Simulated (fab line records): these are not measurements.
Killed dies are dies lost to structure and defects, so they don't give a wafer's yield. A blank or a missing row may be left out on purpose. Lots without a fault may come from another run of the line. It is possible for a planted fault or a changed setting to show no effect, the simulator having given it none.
One fault seen from 2 desks | flow berkeleyCmos170 | what lay behind the numbers comes last; until then each desk has only its own

AT THE METROLOGY DESK
Lot by lot, what the gauges showed, no matter which tool ran the lot: averages of those sampled wafers that carry a number. A lot is out of limits, marked OUT, if its mean lies more than 4 standard deviations from the usual mean; the brackets give that distance.
Columns: A = cdNm at UCB170_CONTACT_CD_MEAS_90, usual 699.9 nm; B = M1_OVL at UCB170_M1_OVL_MEAS_10, usual -2 nm; C = V1_BOW at UCB170_V1_BOW_MEAS_03, usual 18 um; D = V1_POLISHED_THK at UCB170_V1_THK_MEAS_04, usual 984.2 nm
lot  | first seen here | A     | B  | C  | D
L829 | day 7 12:19     | 699.6 | -0 | 20 | 984.9
L831 | day 7 14:35     | 699.0 | -2 | 25 | 985.2
L830 | day 8 04:34     | 700.3 | -2 | 20 | 985.1
L832 | day 8 04:55     | 702.2 | 0  | 13 | 984.1
L834 | day 8 20:47     | 701.9 | 3  | 21 | 983.4
L836 | day 9 11:42     | 699.0 | 5  | 14 | 985.8
L837 | day 9 11:47     | 698.7 | -3 | 14 | 983.2
L840 | day 10 01:53    | 700.3 | 0  | 40 | 1357.3 (+99 or more) OUT
L846 | day 10 14:12    | 701.4 | 1  | 17 | 984.8
L848 | day 11 08:47    | 701.3 | -2 | 13 | 982.5
L849 | day 11 18:58    | 701.0 | -2 | 20 | 984.6
L850 | day 11 21:38    | 698.9 | -7 | 13 | 984.3
L851 | day 11 22:47    | 699.8 | -7 | 17 | 983.4
Finding of this desk: L840 out of limits, first seen on L840 at day 10 10:22 (V1_POLISHED_THK at UCB170_V1_THK_MEAS_04). L829, L831, L830, L832, L834, L836, L837, L846, L848, L849, L850, L851 stayed within limits.

AT THE TOOL OWNER'S DESK: cmp-01
The tool's own readings at UCB170_V1_CMP_02 (polishes SiO2): means of the sampled wafers that have a number, for each lot that ran on this tool. A lot is out of limits, marked OUT, if its mean lies more than 4 standard deviations from the usual mean; the brackets give that distance.
Columns: A = edgeZonePressureFrac at UCB170_V1_CMP_02, usual 1.000; B = motorCurrentA at UCB170_V1_CMP_02, usual 16.3 A
lot  | first seen here | A     | B
L829 | day 7 19:17     | 1.001 | 16.3
L832 | day 8 09:07     | 0.996 | 15.4
L837 | day 9 19:50     | 1.002 | 16.0
L840 | day 10 08:35    | 1.007 | 14.9
This desk found nothing out of limits on any of the 4 lots.

BROUGHT TOGETHER
An alarm was possible from the metrology desk at day 10 10:22, on L840.
The tool owner's desk saw nothing out of limits.
Tool owner's desk: L840 on record, inside its limits.
On cmp-01, each named lot ran UCB170_V1_CMP_02.

WHAT THE SIMULATOR HAD INSERTED
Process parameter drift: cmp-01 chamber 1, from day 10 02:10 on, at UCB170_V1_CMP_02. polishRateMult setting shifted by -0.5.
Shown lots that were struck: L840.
Delay in hours, fault start to first out-of-limits reading, per desk: metrology desk 8.
